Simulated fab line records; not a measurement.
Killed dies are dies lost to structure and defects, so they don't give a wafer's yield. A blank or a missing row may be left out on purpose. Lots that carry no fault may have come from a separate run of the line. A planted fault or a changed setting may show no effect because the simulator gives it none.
Chamber matching | flow berkeley cmos170 | UCB170_V2_ETCH_14 on rie diel-04: 4 sister chambers
The step etches SiO2 in CHF3/CF4/Ar, stops on Al, target depth 1250 nm, time 291 s. 8 wafers are shown with their chamber, then 7 later ones without.

WAFERS WITH THEIR CHAMBER
wafer  | chamber | drypump motor current A (A) | throttle valve pct (%)
L989.1 | 2       | 6.0                         | 7.18
L992.3 | 0       | 5.9                         | 7.10
L992.6 | 3       | 6.3                         | 7.10
L991.1 | 1       | 5.7                         | 7.08
L991.2 | 0       | 5.9                         | 7.09
L991.5 | 2       | 6.0                         | 7.18
L995.1 | 1       | 5.7                         | 7.08
L995.2 | 3       | 6.4                         | 7.11

WAFERS MISSING THEIR CHAMBER
wafer  | drypump motor current A (A) | throttle valve pct (%)
L995.6 | 6.0                         | 7.17
L998.4 | 6.0                         | 7.16
L998.5 | 6.0                         | 7.16
L998.6 | 5.6                         | 7.10
L100.2 | 6.0                         | 7.17
L100.4 | 5.7                         | 7.09
L100.6 | 5.9                         | 7.09

WHICH CHAMBER EACH ONE RAN IN
wafer  | from the rows above | in truth
L995.6 | 2                   | 2
L998.4 | 2                   | 2
L998.5 | 2                   | 2
L998.6 | 1                   | 1
L100.2 | 2                   | 2
L100.4 | 1                   | 1
L100.6 | 0                   | 0
Correct placement for 7 of the 7. Not placeable from these rows: 0. 0 placed wrongly.
How it was worked out, from the rows above alone: a wafer's distance from a chamber is the root of the sum, over the readings, of the square of ((its reading less the chamber's mean) divided by the reading's scatter). The wafer belongs to the nearest chamber; if the next one is less than 2 further off, it can't be placed. The mean given for a chamber averages the wafers shown for that chamber. How the scatter is found: for the shown wafers, subtract from each reading the mean of its chamber, square and add these, divide the total by (wafers less chambers), then take the root.
